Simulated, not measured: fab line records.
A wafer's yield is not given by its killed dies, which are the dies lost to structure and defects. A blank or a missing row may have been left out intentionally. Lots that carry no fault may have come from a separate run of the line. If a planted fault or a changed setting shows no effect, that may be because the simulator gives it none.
fab line records -- flow rit-cmos
record lots=7, wafers=21, last-day=7
route steps=202 shown ACTIVE@1 FOX1@20 FOX2@23 M1@202
lots that met no fault: taken from a fault-free run of the same line
start-h: hours from the record's opening day to when the first of the lot's shown wafers began -- wait-h: how many hours have passed since the lot's step before this one -- " repeats the value in the row above -- L1.1+2: a single row standing in for several wafers -- - no value, or no start given -- * or withheld: withheld -- < > ~ a bound
route shown NAME@n: names a module that has steps shown in the file, with the first one's number in the route -- usual: the fault-free wafers' mean and standard deviation -- same: alike in all rows -- chamber/n: place in a boat -- sites: the reading at each site -- _std_site: the standard deviation of these -- _edge_site: mean of outer sites minus mean of inner sites -- radius-mm: for every site, how far away it sits from the centre of the wafer -- mask NAME#n: copy n -- behind: the last tool/chamber to shape the wafer -- hold: cause of the lot's hold/its duration in hours/its outcome -- device: the n, p or np transistor that did not switch -- end of line: the same wafers' tests at the end of the route -- a step with no rows: only its recipe -- killed: dies lost to structure and defects at the first sort, not the wafer's yield -- map: shows each die of a wafer: x if killed, . if not, _ if none is there
set.NAME: the setting the step ran with; set.NAME@STEP: the setting that earlier step ran with -- model.NAME: the simulator's own value behind a step, which no gauge read
a table for each step, a row for each wafer; lots at some steps of the route
services: from which hour (start-h, from the record's first day; less than 0 if before it) a tool's chamber was out of use, for how many hours, and why
## steps
# step RIT_ACTIVE_BOW_MEAS_00
# recipe mode=bow
# usual INCOMING_BOW=0/6
lot.wafer,tool,chamber,start-h,wait-h,INCOMING_BOW[um]
L585.3,film-metro-01,-,10.04,-,7
L585.5,film-metro-01,-,10.04,-,13
L585.6,film-metro-01,-,10.04,-,-3
L590.3,film-metro-02,-,35.04,-,-1
L590.5,film-metro-02,-,35.04,-,-6
L590.6,film-metro-02,-,35.04,-,5
L592.2,film-metro-01,-,45.02,-,1
L592.5,film-metro-01,-,45.02,-,-3
L592.6,film-metro-01,-,45.02,-,5
L600.1,film-metro-01,-,85.00,-,-1
L600.2,film-metro-01,-,85.00,-,-2
L600.6,film-metro-01,-,85.00,-,-15
L604.2,film-metro-04,-,105.02,-,-12
L604.3,film-metro-04,-,105.02,-,1
L604.4,film-metro-04,-,105.02,-,-8
L605.2,film-metro-01,-,110.02,-,16
L605.4,film-metro-01,-,110.02,-,-5
L605.5,film-metro-01,-,110.02,-,-1
L607.1,film-metro-02,-,120.00,-,-4
L607.3,film-metro-02,-,120.00,-,-11
L607.4,film-metro-02,-,120.00,-,-3
# step RIT_ACTIVE_OXIDATION_01
# recipe temp-c=1000, ambient=O2, target-thk-a=468, ox-time-s=3360
# step RIT_ACTIVE_THK_MEAS_02
# recipe reads=SiO2_of_ACTIVE_OXIDATION_01
# usual ACTIVE_OXIDE_THK=46.5/0.76
lot.wafer,tool,chamber,start-h,wait-h,ACTIVE_OXIDE_THK[nm]
L585.3,film-metro-02,-,12.07,0.0,46.3
L585.5,film-metro-02,-,12.07,0.0,46.4
L585.6,film-metro-02,-,12.07,0.0,46.2
L590.3,film-metro-04,-,37.07,0.0,47.9
L590.5,film-metro-04,-,37.07,0.0,47.7
L590.6,film-metro-04,-,37.07,0.0,47.9
L592.2,film-metro-02,-,47.75,0.0,47.0
L592.5,film-metro-02,-,47.75,0.0,46.4
L592.6,film-metro-02,-,47.75,0.0,46.8
L600.1,film-metro-01,-,88.42,0.0,46.0
L600.2,film-metro-01,-,88.42,0.0,46.0
L600.6,film-metro-01,-,88.42,0.0,46.5
L604.2,film-metro-01,-,108.92,0.0,46.8
L604.3,film-metro-01,-,108.92,0.0,46.5
L604.4,film-metro-01,-,108.92,0.0,45.6
L605.2,film-metro-01,-,112.14,0.0,46.1
L605.4,film-metro-01,-,112.14,0.0,46.9
L605.5,film-metro-01,-,112.14,0.0,46.6
L607.1,film-metro-02,-,122.26,0.0,45.6
L607.3,film-metro-02,-,122.26,0.0,45.4
L607.4,film-metro-02,-,122.26,0.0,45.8
# step RIT_ACTIVE_CVD_03
# recipe material=Si3N4, target-thk-nm=150, temp-c=810, precursor=SiH2Cl2/NH3, time-s=1500, pressure-mtorr=308.2, sih2cl2-flow-sccm=60, nh3-flow-sccm=150
# usual spike-tc-source-C=832.1/1.7
lot.wafer,tool,chamber,start-h,wait-h,spike-tc-source-C,model.Si3N4_of_ACTIVE_CVD_03.thk-nm
L585.3,lpcvd-01,1,12.11,0.0,830.0,152.1
L585.5,lpcvd-01,1,12.11,0.0,831.3,152.6
L585.6,lpcvd-01,1,12.11,0.0,830.3,151.8
L590.3,lpcvd-02,1,37.83,0.7,831.7,149.9
L590.5,lpcvd-02,1,37.83,0.7,829.3,149.6
L590.6,lpcvd-02,1,37.83,0.7,831.3,150.1
L592.2,lpcvd-02,1,48.42,0.7,832.2,150.8
L592.5,lpcvd-02,1,48.42,0.7,831.3,147.8
L592.6,lpcvd-02,1,48.42,0.7,830.6,148.8
L600.1,lpcvd-02,1,88.48,0.1,831.0,151.1
L600.2,lpcvd-02,1,88.48,0.1,831.8,149.2
L600.6,lpcvd-02,1,88.48,0.1,830.6,151.5
L604.2,lpcvd-01,1,108.97,0.0,830.3,102.9
L604.3,lpcvd-01,1,108.97,0.0,829.3,102.1
L604.4,lpcvd-01,1,108.97,0.0,830.6,101.6
L605.2,lpcvd-01,1,112.44,0.3,830.2,104.9
L605.4,lpcvd-01,1,112.44,0.3,830.1,104.4
L605.5,lpcvd-01,1,112.44,0.3,831.7,103.7
L607.1,lpcvd-01,1,122.32,0.1,830.0,106.7
L607.3,lpcvd-01,1,122.32,0.1,828.1,107
L607.4,lpcvd-01,1,122.32,0.1,831.8,106
# step RIT_ACTIVE_THK_MEAS_04
# recipe reads=Si3N4_of_ACTIVE_CVD_03
# usual ACTIVE_NITRIDE_THK=151.3/1.5
lot.wafer,tool,chamber,start-h,wait-h,ACTIVE_NITRIDE_THK[nm]
L585.3,film-metro-04,-,13.55,0.0,152.0
L585.5,film-metro-04,-,13.55,0.0,152.5
L585.6,film-metro-04,-,13.55,0.0,151.8
L590.3,film-metro-04,-,39.97,0.0,149.8
L590.5,film-metro-04,-,39.97,0.0,149.6
L590.6,film-metro-04,-,39.97,0.0,150.0
L592.2,film-metro-02,-,49.86,0.0,150.9
L592.5,film-metro-02,-,49.86,0.0,147.8
L592.6,film-metro-02,-,49.86,0.0,148.7
L600.1,film-metro-01,-,89.90,0.0,151.0
L600.2,film-metro-01,-,89.90,0.0,149.1
L600.6,film-metro-01,-,89.90,0.0,151.6
L604.2,film-metro-02,-,110.39,0.0,103.0
L604.3,film-metro-02,-,110.39,0.0,102.1
L604.4,film-metro-02,-,110.39,0.0,101.7
L605.2,film-metro-04,-,113.86,0.0,104.9
L605.4,film-metro-04,-,113.86,0.0,104.5
L605.5,film-metro-04,-,113.86,0.0,103.7
L607.1,film-metro-01,-,123.74,0.0,106.8
L607.3,film-metro-01,-,123.74,0.0,107.0
L607.4,film-metro-01,-,123.74,0.0,106.0
# step RIT_ACTIVE_HMDS_05
# recipe prime-time-s=60, prime-temp-c=140
# step RIT_ACTIVE_COAT_06
# recipe resist=NOVOLAK, spin-rpm=3250, resist-thk-nm=1000
# step RIT_ACTIVE_SOFTBAKE_07
# recipe resist=NOVOLAK, temp-c=90, time-s=60
# step RIT_ACTIVE_EXPOSE_08
# recipe mask-id=M1, na=0.6, source-shape=conventional, sigma-outer=0.6, target-cd-nm=1400, dose-mj=225
# step RIT_ACTIVE_PEB_09
# recipe resist=NOVOLAK, temp-c=withheld, time-s=withheld
# step RIT_ACTIVE_DEVELOP_10
# recipe resist=NOVOLAK, develop-time-s=52, dev-temp-c=23
# step RIT_ACTIVE_CD_MEAS_11
# recipe target-cd-nm=1400
# usual cd-nm=1400.3/2.5
lot.wafer,tool,chamber,start-h,wait-h,cd-nm
L585.3,cd-sem-02,-,14.60,-,1397.4
L585.5,cd-sem-02,-,14.60,-,1402.1
L585.6,cd-sem-02,-,14.60,-,1400.7
L590.3,cd-sem-01,-,40.90,-,1400.2
L590.5,cd-sem-01,-,40.90,-,1399.0
L590.6,cd-sem-01,-,40.90,-,1400.0
L592.2,cd-sem-01,-,50.90,-,1402.2
L592.5,cd-sem-01,-,50.90,-,1400.9
L592.6,cd-sem-01,-,50.90,-,1402.1
L600.1,cd-sem-02,-,90.85,-,1400.2
L600.2,cd-sem-02,-,90.85,-,1399.2
L600.6,cd-sem-02,-,90.85,-,1401.0
L604.2,cd-sem-01,-,111.44,-,1404.1
L604.3,cd-sem-01,-,111.44,-,1401.4
L604.4,cd-sem-01,-,111.44,-,1401.8
L605.2,cd-sem-02,-,114.78,-,1398.1
L605.4,cd-sem-02,-,114.78,-,1399.6
L605.5,cd-sem-02,-,114.78,-,1399.1
L607.1,cd-sem-01,-,124.77,-,1400.1
L607.3,cd-sem-01,-,124.77,-,1400.7
L607.4,cd-sem-01,-,124.77,-,1399.8
# step RIT_ACTIVE_HARDBAKE_12
# recipe resist=NOVOLAK, temp-c=140, time-s=60
# step RIT_ACTIVE_ETCH_13
# recipe stop-on=SiO2, chemistry=SF6, target=Si3N4, time-s=210, over-etch-frac=0.4, SF6_flow_sccm=200, pressure-mtorr=260, rf-w=125, target-depth-a=2100
# usual drypump-motor-current-A=5.7/0.36, oes-product-au=0.824/0.014, throttle-valve-pct=7.52/0.14
lot.wafer,tool,chamber,start-h,wait-h,drypump-motor-current-A,oes-product-au,rf-hours-counter-h,throttle-valve-pct,model.etch.depth-nm,model.ACTIVE.feature-depth-nm
L585.3,rie-diel-02,0,14.83,0.1,5.6,0.838,149,7.63,152.1,156
L585.5,rie-diel-02,1,14.83,0.1,5.5,0.843,-,7.64,152.6,152.9
L585.6,rie-diel-02,2,14.83,0.1,5.5,0.833,-,7.53,151.8,151.8
L590.3,rie-diel-01,1,41.13,0.1,5.0,0.821,47,7.53,149.9,150
L590.5,rie-diel-01,1,41.13,0.1,5.0,0.812,-,7.54,149.6,149.7
L590.6,rie-diel-01,0,41.13,0.1,6.5,0.837,-,7.42,150.1,150.3
L592.2,rie-diel-03,2,51.15,0.1,5.7,0.838,159,7.31,150.8,151.6
L592.5,rie-diel-03,3,51.15,0.1,6.0,0.810,-,7.43,147.8,147.8
L592.6,rie-diel-03,0,51.15,0.1,5.7,0.792,-,7.56,148.8,152.3
L600.1,rie-diel-02,1,91.16,0.1,5.5,0.839,73,7.65,151.1,151.4
L600.2,rie-diel-02,3,91.16,0.1,5.4,0.810,5,7.22,149.2,152.7
L600.6,rie-diel-02,1,91.16,0.1,5.4,0.851,-,7.63,151.5,151.8
L604.2,rie-diel-02,1,111.69,0.1,5.4,0.696,73,7.63,102.9,103.2
L604.3,rie-diel-02,2,111.69,0.1,5.6,0.684,5,7.53,102.1,102.1
L604.4,rie-diel-02,0,111.69,0.1,5.5,0.682,151,7.62,101.6,105.5
L605.2,rie-diel-03,3,115.03,0.1,6.0,0.687,3,7.43,104.9,104.9
L605.4,rie-diel-03,2,115.03,0.1,5.7,0.698,160,7.31,104.4,105.2
L605.5,rie-diel-03,0,115.03,0.1,5.7,0.662,-,7.56,103.7,107.2
L607.1,rie-diel-03,0,125.04,0.1,5.7,0.674,139,7.55,106.7,110.2
L607.3,rie-diel-03,3,125.04,0.1,6.0,0.692,3,7.43,107,107
L607.4,rie-diel-03,0,125.04,0.1,5.7,0.668,-,7.54,106,109.5
# step RIT_ACTIVE_STRIP_14
# recipe chemistry=O2, time-s=180, resist=NOVOLAK, platen-temp-c=withheld, power-w=500, pressure-mtorr=4000, o2-flow-sccm=4000
# usual drypump-motor-current-A=5.5/0.38
lot.wafer,tool,chamber,start-h,wait-h,drypump-motor-current-A,rf-hours-counter-h
L585.3,plasma-asher-04,1,15.03,0.1,5.6,-
L585.5,plasma-asher-04,1,15.03,0.1,5.6,-
L585.6,plasma-asher-04,0,15.03,0.1,4.8,-
L590.3,plasma-asher-04,0,41.33,0.1,4.8,-
L590.5,plasma-asher-04,0,41.33,0.1,4.8,-
L590.6,plasma-asher-04,1,41.33,0.1,5.6,-
L592.2,plasma-asher-03,1,51.28,0.1,5.6,43
L592.5,plasma-asher-03,1,51.28,0.1,5.6,-
L592.6,plasma-asher-03,0,51.28,0.1,5.5,-
L600.1,plasma-asher-03,1,91.29,0.1,5.6,47
L600.2,plasma-asher-03,0,91.29,0.1,5.5,47
L600.6,plasma-asher-03,0,91.29,0.1,5.5,-
L604.2,plasma-asher-03,1,111.82,0.1,5.7,49
L604.3,plasma-asher-03,1,111.82,0.1,5.6,-
L604.4,plasma-asher-03,0,111.82,0.1,5.5,-
L605.2,plasma-asher-04,0,115.17,0.1,4.8,34
L605.4,plasma-asher-04,0,115.17,0.1,4.8,-
L605.5,plasma-asher-04,0,115.17,0.1,4.8,-
L607.1,plasma-asher-03,0,125.18,0.1,5.5,51
L607.3,plasma-asher-03,1,125.18,0.1,5.6,-
L607.4,plasma-asher-03,0,125.18,0.1,5.5,-
# step RIT_ACTIVE_CD_MEAS_90
# recipe target-cd-nm=1400
# usual cd-nm=1400.3/2.5
lot.wafer,tool,chamber,start-h,wait-h,cd-nm
L585.3,cd-sem-02,-,15.18,0.1,1397.6
L585.5,cd-sem-02,-,15.18,0.1,1401.8
L585.6,cd-sem-02,-,15.18,0.1,1400.3
L590.3,cd-sem-02,-,41.48,0.1,1400.5
L590.5,cd-sem-02,-,41.48,0.1,1398.4
L590.6,cd-sem-02,-,41.48,0.1,1400.1
L592.2,cd-sem-02,-,51.48,0.1,1402.0
L592.5,cd-sem-02,-,51.48,0.1,1401.2
L592.6,cd-sem-02,-,51.48,0.1,1402.1
L600.1,cd-sem-02,-,91.47,0.1,1400.2
L600.2,cd-sem-02,-,91.47,0.1,1399.1
L600.6,cd-sem-02,-,91.47,0.1,1401.2
L604.2,cd-sem-01,-,112.02,0.1,1403.8
L604.3,cd-sem-01,-,112.02,0.1,1402.0
L604.4,cd-sem-01,-,112.02,0.1,1401.6
L605.2,cd-sem-02,-,115.36,0.1,1398.3
L605.4,cd-sem-02,-,115.36,0.1,1400.0
L605.5,cd-sem-02,-,115.36,0.1,1399.0
L607.1,cd-sem-02,-,125.35,0.1,1399.8
L607.3,cd-sem-02,-,125.35,0.1,1400.9
L607.4,cd-sem-02,-,125.35,0.1,1399.7
# step RIT_ACTIVE_CLEAN_15
# recipe chemistry=SC1, mix=3:3:50, time-s=600, temp-c=75
# step RIT_ACTIVE_CLEAN_16
# recipe chemistry=dHF, dilution=50:1, time-s=30
# step RIT_ACTIVE_CLEAN_17
# recipe chemistry=SC2, mix=3:3:50, time-s=600, temp-c=75, dry=n2-spin
# step RIT_FOX1_OXIDATION_00
# recipe temp-c=1100, ambient=H2O, target-thk-a=3507, p-h2o-torr=720, ox-time-s=1130
# step RIT_FOX1_THK_MEAS_01
# recipe reads=SiO2_of_FOX1_OXIDATION_00
# usual FOX1_OXIDE_THK=351/6
lot.wafer,tool,chamber,start-h,wait-h,FOX1_OXIDE_THK[nm]
L585.3,film-metro-01,-,17.53,0.0,359
L585.5,film-metro-01,-,17.53,0.0,357
L585.6,film-metro-01,-,17.53,0.0,355
L590.3,film-metro-03,-,44.78,0.0,348
L590.5,film-metro-03,-,44.78,0.0,346
L590.6,film-metro-03,-,44.78,0.0,356
L592.2,film-metro-03,-,53.38,0.0,352
L592.5,film-metro-03,-,53.38,0.0,355
L592.6,film-metro-03,-,53.38,0.0,348
L600.1,film-metro-02,-,93.60,0.0,360
L600.2,film-metro-02,-,93.60,0.0,352
L600.6,film-metro-02,-,93.60,0.0,358
L604.2,film-metro-01,-,113.84,0.0,355
L604.3,film-metro-01,-,113.84,0.0,357
L604.4,film-metro-01,-,113.84,0.0,358
L605.2,film-metro-01,-,118.84,0.0,341
L605.4,film-metro-01,-,118.84,0.0,344
L605.5,film-metro-01,-,118.84,0.0,345
L607.1,film-metro-03,-,128.62,0.0,344
L607.3,film-metro-03,-,128.62,0.0,343
L607.4,film-metro-03,-,128.62,0.0,342
# step RIT_FOX1_WET_ETCH_02
# recipe chemistry=BOE, target-depth-nm=350, time-s=390, temp-c=21.5, dry=n2-spin, dilution=10:1, target=SiO2
# step RIT_FOX2_OXIDATION_00
# recipe temp-c=1100, ambient=H2O, target-thk-a=3507, p-h2o-torr=720, ox-time-s=1130
# step RIT_FOX2_THK_MEAS_01
# recipe reads=SiO2_of_FOX2_OXIDATION_00
# usual FOX2_OXIDE_THK=352/5.5
lot.wafer,tool,chamber,start-h,wait-h,FOX2_OXIDE_THK[nm]
L585.3,film-metro-02,-,19.98,0.0,353
L585.5,film-metro-02,-,19.98,0.0,357
L585.6,film-metro-02,-,19.98,0.0,354
L590.3,film-metro-04,-,46.52,0.0,358
L590.5,film-metro-04,-,46.52,0.0,356
L590.6,film-metro-04,-,46.52,0.0,356
L592.2,film-metro-02,-,56.68,0.0,347
L592.5,film-metro-02,-,56.68,0.0,351
L592.6,film-metro-02,-,56.68,0.0,350
L600.1,film-metro-04,-,95.87,0.0,345
L600.2,film-metro-04,-,95.87,0.0,347
L600.6,film-metro-04,-,95.87,0.0,346
L604.2,film-metro-04,-,115.34,0.0,349
L604.3,film-metro-04,-,115.34,0.0,346
L604.4,film-metro-04,-,115.34,0.0,347
L605.2,film-metro-04,-,120.34,0.0,344
L605.4,film-metro-04,-,120.34,0.0,343
L605.5,film-metro-04,-,120.34,0.0,349
L607.1,film-metro-03,-,130.11,0.0,348
L607.3,film-metro-03,-,130.11,0.0,348
L607.4,film-metro-03,-,130.11,0.0,349
# step RIT_FOX2_CLEAN_02
# recipe chemistry=dHF, dilution=50:1, time-s=180
lot.wafer,tool,chamber,start-h,wait-h,model.Si3N4_of_ACTIVE_CVD_03.thk-nm
L585.3,wet-bench-02,1,20.02,0.0,132.8
L585.5,wet-bench-02,1,20.02,0.0,133.4
L585.6,wet-bench-02,1,20.02,0.0,132.6
L590.3,wet-bench-01,1,46.56,0.0,130.7
L590.5,wet-bench-01,1,46.56,0.0,130.4
L590.6,wet-bench-01,1,46.56,0.0,130.9
L592.2,wet-bench-01,0,56.73,0.0,131.6
L592.5,wet-bench-01,0,56.73,0.0,128.5
L592.6,wet-bench-01,0,56.73,0.0,129.6
L600.1,wet-bench-01,0,95.93,0.1,131.8
L600.2,wet-bench-01,0,95.93,0.1,130
L600.6,wet-bench-01,0,95.93,0.1,132.3
L604.2,wet-bench-04,2,115.39,0.0,83.68
L604.3,wet-bench-04,2,115.39,0.0,82.91
L604.4,wet-bench-04,2,115.39,0.0,82.44
L605.2,wet-bench-04,1,120.39,0.0,85.68
L605.4,wet-bench-04,1,120.39,0.0,85.22
L605.5,wet-bench-04,1,120.39,0.0,84.52
L607.1,wet-bench-02,3,130.17,0.1,87.56
L607.3,wet-bench-02,3,130.17,0.1,87.81
L607.4,wet-bench-02,3,130.17,0.1,86.82
# step RIT_FOX2_WET_ETCH_03
# recipe chemistry=H3PO4, target=Si3N4, target-depth-nm=195, temp-c=165, time-s=2762
# step RIT_M1_PROBE_99
# usual killed-at-contacts=0.1/0.35, killed-at-front-end=6.9/2.8, killed-dies=7.0/2.8, killed-open=3.4/2, killed-short=3.5/2.1
# same gross-dies=264, killed_at_M0_to_M3=0, killed_at_M4_up=0, killed-at-back-side=0, killed-at-other=0
lot.wafer,tool,chamber,start-h,wait-h,killed-at-contacts,killed-at-front-end,killed-dies,killed-open,killed-short,model.etest.pldd.width-nm,model.etest.nldd.width-nm,model.etest.nplus-sal.width-nm,model.etest.pplus-sal.width-nm,model.etest.nmos-narrow.drive-ua-um,model.etest.pmos-narrow.drive-ua-um
L585.3,prober-01,-,60.22,0.2,1,7,8,4,4,3161,3175,3402,3439,222.1,99.67
L585.5,prober-01,-,60.32,0.2,0,6,6,2,4,3181,3177,3425,3419,223.4,100.8
L585.6,prober-01,-,60.37,0.2,0,9,9,7,2,3176,3166,3420,3396,222.8,101.8
L590.3,prober-02,-,86.96,0.2,0,5,5,1,4,3160,3164,3448,3437,235.4,105.7
L590.5,prober-02,-,87.06,0.2,0,3,3,1,2,3175,3178,3441,3434,233.2,106.2
L590.6,prober-02,-,87.11,0.2,0,7,7,1,6,3166,3166,3447,3456,235.4,106.4
L592.2,prober-02,-,97.03,0.1,0,2,2,1,1,3179,3185,3433,3445,221.3,98.59
L592.5,prober-02,-,97.18,0.2,0,6,6,4,2,3198,3193,3448,3452,223.4,99.25
L592.6,prober-02,-,97.23,0.2,0,4,4,1,3,3173,3183,3434,3451,219.8,97.75
L600.1,prober-02,-,135.06,0.1,0,7,7,2,5,3182,3182,3422,3463,236.9,108
L600.2,prober-02,-,135.11,0.1,0,4,4,2,2,3188,3191,3460,3453,234.7,107.1
L600.6,prober-02,-,135.31,0.2,0,9,9,2,7,3196,3179,3448,3436,237.1,110.4
L605.2,prober-02,-,158.53,0.1,0,5,5,3,2,3127,3129,3418,3419,228.1,103.3
L605.4,prober-02,-,158.63,0.2,0,6,6,4,2,3115,3132,3430,3412,222.8,99.65
L605.5,prober-02,-,158.68,0.2,0,8,8,6,2,3110,3123,3383,3390,222.8,97.46
L604.2,prober-01,-,160.03,0.1,0,7,7,2,5,3101,3094,3389,3383,211.7,94.98
L604.3,prober-01,-,160.08,0.2,0,8,8,4,4,3102,3102,3387,3393,213.8,95.08
L604.4,prober-01,-,160.13,0.2,0,11,11,4,5,3100,3120,3396,3377,214,96.02
L607.1,prober-01,-,172.79,0.1,0,4,4,2,1,3136,3133,3424,3426,212.7,95.72
L607.3,prober-01,-,172.89,0.2,0,6,6,2,3,3159,3148,3446,3437,217.9,98.2
L607.4,prober-01,-,172.94,0.2,0,8,8,6,2,3151,3129,3420,3424,214.1,95.79
# killed by level:class
L585.3 GATE:geometric-particle:short=3 SPACER:geometric-particle:open=3 GATE:geometric-particle:open=1 CONTACT:geometric-particle:short=1
L585.5 GATE:geometric-particle:short=3 FOX1:geometric-particle:short=1 GATE:geometric-particle:open=1 SILICIDE:geometric-particle:open=1
L585.6 GATE:geometric-particle:open=3 REOX:geometric-particle:open=2 SILICIDE:geometric-particle:open=2 GATE:geometric-particle:short=1 SILICIDE:geometric-particle:short=1
L590.3 GATE:geometric-particle:short=2 SILICIDE:geometric-particle:short=2 FOX1:geometric-particle:open=1
L590.5 GATE:geometric-particle:short=1 REOX:geometric-particle:open=1 SILICIDE:geometric-particle:short=1
L590.6 SILICIDE:geometric-particle:short=3 FOX1:geometric-particle:short=2 GATE:geometric-particle:open=1 GATE:geometric-particle:short=1
L592.2 SILICIDE:geometric-particle:short=1 SILICIDE:geometric-particle:open=1
L592.5 SPACER:geometric-particle:open=2 GATE:geometric-particle:short=1 REOX:geometric-particle:open=1 SPACER:geometric-particle:short=1 SILICIDE:geometric-particle:open=1
L592.6 FOX1:geometric-particle:open=1 FOX1:geometric-particle:short=1 GATE:geometric-particle:short=1 SILICIDE:geometric-particle:short=1
L600.1 SILICIDE:geometric-particle:short=3 GATE:geometric-particle:open=2 REOX:geometric-particle:short=2
L600.2 FOX1:geometric-particle:short=1 FOX2:geometric-particle:open=1 REOX:geometric-particle:short=1 REOX:geometric-particle:open=1
L600.6 REOX:geometric-particle:short=3 GATE:geometric-particle:short=2 FOX1:geometric-particle:open=1 FOX1:geometric-particle:short=1 GATE:geometric-particle:open=1 SILICIDE:geometric-particle:short=1
L605.2 SILICIDE:geometric-particle:open=2 FOX1:geometric-particle:open=1 SPACER:geometric-particle:short=1 SILICIDE:geometric-particle:short=1
L605.4 GATE:geometric-particle:open=2 FOX1:geometric-particle:open=1 GATE:geometric-particle:short=1 SILICIDE:geometric-particle:open=1 SILICIDE:geometric-particle:short=1
L605.5 FOX2:geometric-particle:open=3 GATE:geometric-particle:open=2 FOX1:geometric-particle:open=1 FOX2:geometric-particle:short=1 SILICIDE:geometric-particle:short=1
L604.2 GATE:geometric-particle:short=2 REOX:geometric-particle:short=1 FOX1:geometric-particle:open=1 FOX1:geometric-particle:short=1 GATE:geometric-particle:open=1 SPACER:geometric-particle:short=1
L604.3 FOX1:geometric-particle:open=2 GATE:geometric-particle:short=2 FOX1:geometric-particle:short=1 GATE:geometric-particle:open=1 SPACER:geometric-particle:short=1 SILICIDE:geometric-particle:open=1
L604.4 FOX2:geometric-particle:short=2 REOX:geometric-particle:open=2 ACTIVE:area-etch=2 FOX1:geometric-particle:open=1 FOX1:geometric-particle:short=1 GATE:geometric-particle:open=1 REOX:geometric-particle:short=1 SILICIDE:geometric-particle:short=1
L607.1 GATE:geometric-particle:short=1 REOX:geometric-particle:open=1 SILICIDE:geometric-particle:open=1 NWELL:coat-microbubble-printed=1
L607.3 GATE:geometric-particle:short=2 REOX:geometric-particle:open=1 SILICIDE:geometric-particle:open=1 SILICIDE:geometric-particle:short=1 NWELL:coat-microbubble-printed=1
L607.4 GATE:geometric-particle:open=2 SILICIDE:geometric-particle:open=2 FOX1:geometric-particle:short=1 FOX1:geometric-particle:open=1 SPACER:geometric-particle:short=1 SPACER:geometric-particle:open=1
## services
tool,chamber,start-h,hours,kind
wet-bench-02,-,-4.42,1.4,repair
rie-diel-01,2,7.11,2.6,repair
wet-bench-01,-,7.19,4.4,pm
plasma-asher-03,-,11.10,14.6,pm
lpcvd-01,-,14.67,0.6,repair
rie-diel-02,2,35.61,11.6,repair
rie-diel-02,1,44.26,2.9,repair
rie-diel-02,1,47.14,2.3,repair
rie-diel-02,-,47.66,2.8,pm
plasma-asher-03,-,62.49,0.7,repair
rie-diel-02,1,82.84,1.4,repair
lpcvd-01,-,90.50,4.3,pm
plasma-asher-04,-,93.69,0.4,repair
plasma-asher-04,-,105.16,2.2,repair
rie-diel-03,2,122.40,5.3,repair
rie-diel-03,2,127.72,-,clean
rie-diel-03,2,127.72,18.9,scheduled-down
rie-diel-03,2,127.72,18.9,vent-cycle
## key
first-sign step=RIT_ACTIVE_THK_MEAS_04, reading=ACTIVE_NITRIDE_THK, direction=down, sigmas=32, usual=151.3, struck=104.4
effect step=RIT_ACTIVE_ETCH_13, reading=oes-product-au, direction=down, sigmas=10, usual=0.824, struck=0.683
model-effect step=RIT_ACTIVE_CVD_03, value=Si3N4_of_ACTIVE_CVD_03.thk-nm, without=151.6, struck=104.4
model-effect step=RIT_ACTIVE_ETCH_13, value=etch.depth-nm, without=151.6, struck=104.4
model-effect step=RIT_FOX2_CLEAN_02, value=Si3N4_of_ACTIVE_CVD_03.thk-nm, without=132.4, struck=85.18
model-effect step=RIT_M1_PROBE_99, value=etest.pldd.width-nm, without=3192, struck=3122
met-at RIT_ACTIVE_CVD_03
struck-wafers L604.2,L604.3,L604.4,L605.2,L605.4,L605.5,L607.1,L607.3,L607.4
tester-left-out L604,L605,L607
onset-between 12.11 108.97
also-fits time
fault kind=process-parameter-drift, tool=lpcvd-01, chamber=1, onset-h=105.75, steps=RIT_ACTIVE_CVD_03, channel=target-thk-nm, offset=-46.835, shape=step, end-h=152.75, acts-in=these-recipes-only, stated=150
# tester-left-out: of these lots the tester's yield and bins aren't shown, on N5 and GAA mostly nor the transistor test; their killed dies are dies lost to structure and defects alone, not to doping, threshold or leakage, so they don't give the yield
